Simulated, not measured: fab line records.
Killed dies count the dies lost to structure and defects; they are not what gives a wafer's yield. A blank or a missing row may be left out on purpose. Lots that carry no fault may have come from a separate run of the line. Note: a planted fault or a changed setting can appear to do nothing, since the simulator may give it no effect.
Which tool is to blame? -- flow rit-cmos -- Sampling: 7 lots, 21 wafers, 2 of 202 route steps

== WHAT THE GAUGES READ, wafer by wafer ==
RIT_NLDD_TW_MEAS_10.
lot,measured,on,NLDD_TW
L317,day 3 08:44,film-metro-01,2507 2507 2500
L319,day 3 18:05,film-metro-01,2502 2503 2497
L321,day 4 05:18,film-metro-02,2457 2441 2459
L324,day 4 17:22,film-metro-01,2915 2910 2903
L328,day 5 13:21,film-metro-02,2447 2458 2453
L336,day 7 19:17,film-metro-01,2494 2481 2491
L339,day 8 04:22,film-metro-01,2488 2502 2488

== EACH LOT AND THE TOOL THAT RAN IT (in order: tool; ch and the chambers of the sampled wafers; start) ==
lot,RIT_NLDD_IMPLANT_08
L317,"implanter-04 ch 0, day 3 08:25"
L319,"implanter-01 ch 0, day 3 17:47"
L321,"implanter-01 ch 0, day 4 04:59"
L324,"implanter-01 ch 0, day 4 17:03"
L328,"implanter-03 ch 0, day 5 13:02"
L336,"implanter-03 ch 0, day 7 18:58"
L339,"implanter-03 ch 0, day 8 04:04"
- RIT_NLDD_IMPLANT_08

== THE ANSWER, worked out from the rows above alone ==
Rule: the usual values come from the lots themselves. The widest of any qualifying gaps counts: lots, ordered by their means at a reading, are off when they make up no more than a third of the lots, leave a main group of 4 or more, and stand apart from it by 3 or more times the standard deviation of that group's means. A main group is skipped when, at the precision printed for the reading in the tables above, its means are all equal. A lot without any number at a reading at which 4 lots or more have one is off too. Where the step has rows for the other lots, those lots are counted as sound.
Off: at RIT_NLDD_TW_MEAS_10 (NLDD_TW), L324. The main group has a mean of 2482 with a standard deviation of 21.
A tool fits if, at a process step before that reading, it ran every lot that is off, and no sound lot after the first of them. The gauges at RIT_NLDD_TW_MEAS_10 are tried like those tools. One fits: RIT_NLDD_IMPLANT_08 on implanter-01. A fault onset in the window from L321 (day 4 04:59, its last sound lot) to L324 (day 4 17:03, its first lot off) fits.

== WHAT THE SIMULATOR HAD PUT IN ==
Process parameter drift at RIT_NLDD_IMPLANT_08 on implanter-01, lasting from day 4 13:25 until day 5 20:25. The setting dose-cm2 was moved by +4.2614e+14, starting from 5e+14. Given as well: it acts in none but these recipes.
Lots struck among those shown: L324. Same finding as the rule above.
